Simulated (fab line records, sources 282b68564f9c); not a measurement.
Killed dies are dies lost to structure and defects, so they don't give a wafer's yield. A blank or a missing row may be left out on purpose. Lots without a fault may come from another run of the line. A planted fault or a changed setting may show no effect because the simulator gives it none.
Which tool did it? | flow rit_cmos | 13 lots, 39 wafers sampled, at 7 steps of a route of 202

WHAT THE GAUGES READ, wafer by wafer
RIT_NLDD_TW_MEAS_10.
lot  | measured    | on            | NLDD_TW
L876 | day 2 17:43 | film_metro-02 | 2483 2491 2464
L877 | day 2 23:44 | film_metro-01 | 2452 2463 2447
L878 | day 3 03:29 | film_metro-03 | 2555 2559 2557
L879 | day 3 10:25 | film_metro-02 | 2503 2503 2494
L880 | day 3 18:24 | film_metro-02 | 2495 2492 2494
L881 | day 4 01:13 | film_metro-03 | 2551 2552 2548
L882 | day 4 06:16 | film_metro-03 | 2548 2547 2549
L883 | day 4 09:28 | film_metro-03 | 2549 2547 2544
L885 | day 4 23:46 | film_metro-02 | 2478 2491 2484
L890 | day 5 18:58 | film_metro-02 | 2481 2475 2473
L892 | day 6 01:17 | film_metro-03 | 2547 2549 2545
L894 | day 6 13:15 | film_metro-01 | 2464 2455 2482
L896 | day 6 21:38 | film_metro-01 | 2470 2461 2469

RIT_PSD_OVL_MEAS_06.
lot  | measured    | on         | PSD_OVL (nm)
L876 | day 3 00:18 | overlay-02 | -0.7 0.5 -0.5
L877 | day 3 06:20 | overlay-02 | -1.8 -2.6 -2.6
L878 | day 3 09:53 | overlay-02 | -0.8 -1.5 0.0
L879 | day 3 16:55 | overlay-02 | -3.1 -2.2 -1.8
L880 | day 4 00:56 | overlay-02 | 1.4 -0.1 0.7
L881 | day 4 07:53 | overlay-02 | -4.4 -2.7 -3.3
L882 | day 4 13:01 | overlay-01 | -2.1 -1.4 -2.3
L883 | day 4 16:10 | overlay-02 | 1.1 1.3 0.2
L885 | day 5 06:01 | overlay-01 | -2.7 -2.9 -3.3
L890 | day 6 01:13 | overlay-01 | -0.5 -0.3 0.3
L892 | day 6 07:48 | overlay-02 | 0.6 1.4 0.6
L894 | day 6 19:50 | overlay-02 | 1.0 0.2 -0.3
L896 | day 7 04:15 | overlay-02 | 0.0 0.2 0.9

RIT_SDANNEAL_RS_MEAS_04: measures by four-point-probe.
lot  | measured    | on            | PSD_RS (ohm/sq)
L876 | day 3 01:20 | film_metro-03 | 115.61 115.74 115.66
L877 | day 3 07:20 | film_metro-03 | 115.45 115.33 115.56
L878 | day 3 10:53 | film_metro-01 | 116.06 115.57 115.67
L879 | day 3 18:05 | film_metro-01 | 115.69 115.61 115.64
L880 | day 4 02:06 | film_metro-02 | 115.03 115.15 114.93
L881 | day 4 08:57 | film_metro-01 | 115.38 115.47 115.64
L882 | day 4 14:05 | film_metro-03 | 115.19 115.16 115.60
L883 | day 4 17:14 | film_metro-02 | 115.58 115.56 115.51
L885 | day 5 07:02 | film_metro-01 | 96.32 96.11 96.11
L890 | day 6 02:13 | film_metro-02 | 115.76 115.80 115.83
L892 | day 6 08:52 | film_metro-01 | 115.26 115.29 115.18
L894 | day 6 20:51 | film_metro-01 | 115.44 115.58 115.88
L896 | day 7 05:16 | film_metro-02 | 115.05 115.87 115.47

RIT_SDANNEAL_RS_MEAS_05: measures by four-point-probe.
lot  | measured    | on            | NSD_RS (ohm/sq)
L876 | day 3 01:27 | film_metro-03 | 85.6 85.6 86.0
L877 | day 3 07:27 | film_metro-03 | 86.0 85.8 85.9
L878 | day 3 11:01 | film_metro-01 | 86.6 86.4 86.5
L879 | day 3 18:12 | film_metro-01 | 85.9 86.1 86.0
L880 | day 4 02:13 | film_metro-02 | 86.1 86.3 85.9
L881 | day 4 09:04 | film_metro-01 | 86.9 86.3 86.4
L882 | day 4 14:12 | film_metro-03 | 85.6 85.7 85.9
L883 | day 4 17:22 | film_metro-02 | 85.9 86.2 86.1
L885 | day 5 07:09 | film_metro-01 | 84.6 84.8 84.8
L890 | day 6 02:20 | film_metro-02 | 86.0 85.9 85.9
L892 | day 6 08:59 | film_metro-01 | 86.3 86.3 85.9
L894 | day 6 20:58 | film_metro-01 | 85.8 86.2 86.2
L896 | day 7 05:23 | film_metro-02 | 86.2 86.1 86.2

RIT_SDANNEAL_RS_MEAS_06: measures by four-point-probe.
lot  | measured    | on            | PLDD_RS (ohm/sq)
L876 | day 3 01:34 | film_metro-03 | 178.6 178.5 179.1
L877 | day 3 07:34 | film_metro-03 | 179.0 179.0 179.4
L878 | day 3 11:08 | film_metro-01 | 178.9 178.5 177.6
L879 | day 3 18:19 | film_metro-01 | 178.5 177.7 177.9
L880 | day 4 02:20 | film_metro-02 | 177.3 177.6 177.5
L881 | day 4 09:11 | film_metro-01 | 178.7 178.7 178.7
L882 | day 4 14:19 | film_metro-03 | 178.6 178.5 177.5
L883 | day 4 17:29 | film_metro-02 | 178.7 179.3 178.3
L885 | day 5 07:16 | film_metro-01 | 162.3 161.9 162.0
L890 | day 6 02:28 | film_metro-02 | 179.0 178.5 179.0
L892 | day 6 09:07 | film_metro-01 | 178.8 178.8 178.8
L894 | day 6 21:05 | film_metro-01 | 179.1 179.2 178.6
L896 | day 7 05:30 | film_metro-02 | 178.6 178.4 178.7

RIT_CONTACT_THK_MEAS_01.
lot  | measured    | on            | CONTACT_TEOS_THK (nm)
L876 | day 3 02:25 | film_metro-03 | 412 408 409
L877 | day 3 08:23 | film_metro-01 | 402 400 398
L878 | day 3 11:55 | film_metro-01 | 399 390 410
L879 | day 3 19:10 | film_metro-03 | 395 398 402
L880 | day 4 03:08 | film_metro-01 | 401 394 407
L881 | day 4 10:07 | film_metro-01 | 393 394 402
L882 | day 4 15:10 | film_metro-03 | 412 406 406
L883 | day 4 18:22 | film_metro-03 | 411 406 398
L885 | day 5 08:05 | film_metro-04 | 408 416 415
L890 | day 6 03:16 | film_metro-01 | 395 389 401
L892 | day 6 09:53 | film_metro-01 | 397 404 406
L894 | day 6 21:53 | film_metro-03 | 398 414 407
L896 | day 7 06:19 | film_metro-04 | 396 397 406

WHICH TOOL RAN EACH LOT (tool, then ch and the chambers of the sampled wafers, then the start)
lot  | RIT_SDANNEAL_RTA_03
L876 | rtp_anneal-02 ch 0, day 3 01:15
L877 | rtp_anneal-01 ch 0, day 3 07:16
L878 | rtp_anneal-02 ch 0, day 3 10:49
L879 | rtp_anneal-01 ch 0, day 3 18:01
L880 | rtp_anneal-02 ch 0, day 4 02:02
L881 | rtp_anneal-01 ch 0, day 4 08:50
L882 | rtp_anneal-02 ch 0, day 4 13:59
L883 | rtp_anneal-01 ch 0, day 4 17:07
L885 | rtp_anneal-01 ch 0, day 5 06:58
L890 | rtp_anneal-02 ch 0, day 6 02:10
L892 | rtp_anneal-02 ch 0, day 6 08:47
L894 | rtp_anneal-02 ch 0, day 6 20:47
L896 | rtp_anneal-02 ch 0, day 7 05:12
- RIT_SDANNEAL_RTA_03: time 5 s.

WHAT THE TOOLS THEMSELVES READ (means of the sampled wafers that have a number; where no wafer has one, the mark that the record gives instead)
RIT_SDANNEAL_RTA_03.
lot  | tool          | wafer_temp_C_max
L876 | rtp_anneal-02 | 1053.7
L877 | rtp_anneal-01 | 1054.2
L878 | rtp_anneal-02 | 1052.7
L879 | rtp_anneal-01 | 1053.9
L880 | rtp_anneal-02 | 1053.6
L881 | rtp_anneal-01 | 1053.8
L882 | rtp_anneal-02 | 1055.1
L883 | rtp_anneal-01 | 1052.9
L885 | rtp_anneal-01 | 1054.7
L890 | rtp_anneal-02 | 1054.0
L892 | rtp_anneal-02 | 1054.5
L894 | rtp_anneal-02 | 1053.3
L896 | rtp_anneal-02 | 1054.0

THE ANSWER, worked out from the rows above alone
Rule: what is usual is taken from the lots themselves. Put in order of their means at a reading, lots are off if they are a third of the lots or fewer, leave a main group of 4 or more, and stand apart from it by a gap of 3 or more times the standard deviation of the main group's means; of several such gaps the widest counts. A main group whose means are all the same, to the digits that the tables above print for the reading, isn't used. A lot without any number at a reading at which 4 lots or more have one is off too. The other lots that the step has rows for count as sound. The gauges are gone through in route order, then the tools' own readings, and for those a lot's mean is taken as printed above. The first step at which some lot is off is used, and at that step the reading that is off furthest; a lot without a number counts as furthest.
Off: L885, at RIT_SDANNEAL_RS_MEAS_04 (PSD_RS). The main group: mean 115.51 ohm/sq, standard deviation 0.21.
A tool fits if, at a process step before that reading, it ran every lot that is off, and no sound lot after the first of them. The gauges at RIT_SDANNEAL_RS_MEAS_04 are tried like those tools. One fits: rtp_anneal-01 at RIT_SDANNEAL_RTA_03. Its last sound lot is L883 (day 4 17:07), its first lot that is off L885 (day 5 06:58): a fault that began between those two fits.

WHAT THE SIMULATOR HAD PUT IN
Process parameter drift: rtp_anneal-01, from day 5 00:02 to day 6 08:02, at RIT_SDANNEAL_RTA_03. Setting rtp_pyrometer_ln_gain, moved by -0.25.
Lots struck among those shown: L885. The rule above found the same.
